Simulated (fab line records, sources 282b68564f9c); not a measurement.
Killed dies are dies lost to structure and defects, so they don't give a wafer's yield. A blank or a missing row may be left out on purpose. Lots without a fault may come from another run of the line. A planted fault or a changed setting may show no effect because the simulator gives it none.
A struck lot beside a sound one | flow rit_cmos | 16 steps out of a route of 202
Sound: wafers L684.2, L684.4, L684.6. Struck: wafer L693.5. (L693.3, L693.4 of the same lot were not struck and are left out.) The cause comes at the end.
At each step with rows: each side's tool, then ch and its chambers, then its first start. Under that, the readings that differ: sound wafers | struck wafers | difference of the means | sigmas: that difference in standard deviations of wafers without a fault.
alike: readings whose means differ by less than 2 such deviations, and words and numbers that are the same on both sides. not compared: withheld readings, readings that some wafer has no value for, bounds like >300 that may hide the same value, and numbers for which the record gives no deviation and whose values overlap.
The two part at a step that has a row with sigmas, a row that says differs or no value, or rows on one side only. Numbers that don't overlap but have no deviation are shown without sigmas and don't part them. A reading that every wafer of one side lacks parts them only if that side has two wafers or more.

RIT_SDANNEAL_RTA_03: time 5 s.
  sound on rtp_anneal-02 ch 0, day 4 06:35; struck on rtp_anneal-01 ch 0, day 5 20:10
  reading          | sound                | struck | difference | sigmas
  wafer_temp_C_max | 1053.1 1055.5 1053.9 | 1051.9 | -2.3       | -2
  alike: anneal_temp_c_max
RIT_SDANNEAL_RS_MEAS_04: measures by four-point-probe.
  sound on film_metro-02, day 4 06:40; struck on film_metro-01, day 5 20:14
  alike: PSD_RS
RIT_SDANNEAL_RS_MEAS_05: measures by four-point-probe.
  sound on film_metro-02, day 4 06:47; struck on film_metro-01, day 5 20:22
  reading         | sound             | struck | difference | sigmas
  NSD_RS (ohm/sq) | 84.27 84.46 84.40 | 84.86  | +0.48      | +2
RIT_SDANNEAL_RS_MEAS_06: measures by four-point-probe.
  sound on film_metro-02, day 4 06:54; struck on film_metro-01, day 5 20:29
  alike: PLDD_RS
RIT_SDANNEAL_RS_MEAS_07: measures by four-point-probe.
  sound on film_metro-02, day 4 07:01; struck on film_metro-01, day 5 20:36
  alike: NLDD_RS
then, 1 step without rows for these wafers: RIT_SILICIDE_WET_ETCH_00 (etches SiO2 in BOE, target depth 14 nm, time 15 s).
RIT_SILICIDE_SPUTTER_01: material Ti, target thk 30 nm, time 240 s.
  sound on pvd_sputter-02, day 4 07:08; struck on pvd_sputter-01, day 5 20:41
  alike: throttle_valve_pct
RIT_SILICIDE_RS_MEAS_02: measures by four-point-probe.
  sound on film_metro-01, day 4 07:18; struck on film_metro-04, day 5 20:53
  alike: SILICIDE_TI_RS
RIT_SILICIDE_THK_MEAS_03: measures by xrf.
  sound on film_metro-01, day 4 07:25; struck on film_metro-04, day 5 20:59
  alike: SILICIDE_TI_THK
RIT_SILICIDE_RTA_04: time 10 s, ramp up 5 s, ramp down 5 s.
  sound on rtp_anneal-01 ch 0, day 4 07:28; struck on rtp_anneal-02 ch 0, day 5 21:03
  alike: anneal_temp_c_max, wafer_temp_C_max
then, 1 step without rows for these wafers: RIT_SILICIDE_WET_ETCH_05 (etches Ti in SPM, time 120 s).
RIT_SILICIDE_RTA_06: time 10 s, ramp up 5 s, ramp down 10 s.
  sound on rtp_anneal-02 ch 0, day 4 07:35; struck on rtp_anneal-01 ch 0, day 5 21:09
  alike: anneal_temp_c_max, wafer_temp_C_max
RIT_CONTACT_CVD_00: deposits SiO2 from TEOS, target thk 400 nm, time 61 s.
  sound on pecvd-04 ch 0,2, day 4 07:38; struck on pecvd-04 ch 0, day 5 21:12
  alike: heater_power_w, susceptor_temp_C
RIT_CONTACT_THK_MEAS_01:
  sound on film_metro-03, day 4 07:42; struck on film_metro-03, day 5 21:16
  reading               | sound       | struck | difference | sigmas
  CONTACT_TEOS_THK (nm) | 391 397 400 | 356    | -40        | -6
then, 1 step without rows for these wafers: RIT_CONTACT_HMDS_02 (prime time 60 s).
RIT_M1_PROBE_99:
  sound on prober-01, day 4 14:11; struck on prober-02, day 6 03:38
  reading     | sound | struck | difference | sigmas
  killed_open | 1 2 2 | 6      | +4         | +2
  alike: killed_at_contacts, killed_at_front_end, killed_dies, killed_short

WHERE THEY PART
First at RIT_SDANNEAL_RTA_03; last, within this record, at RIT_M1_PROBE_99.

WHY: what the simulator had put in
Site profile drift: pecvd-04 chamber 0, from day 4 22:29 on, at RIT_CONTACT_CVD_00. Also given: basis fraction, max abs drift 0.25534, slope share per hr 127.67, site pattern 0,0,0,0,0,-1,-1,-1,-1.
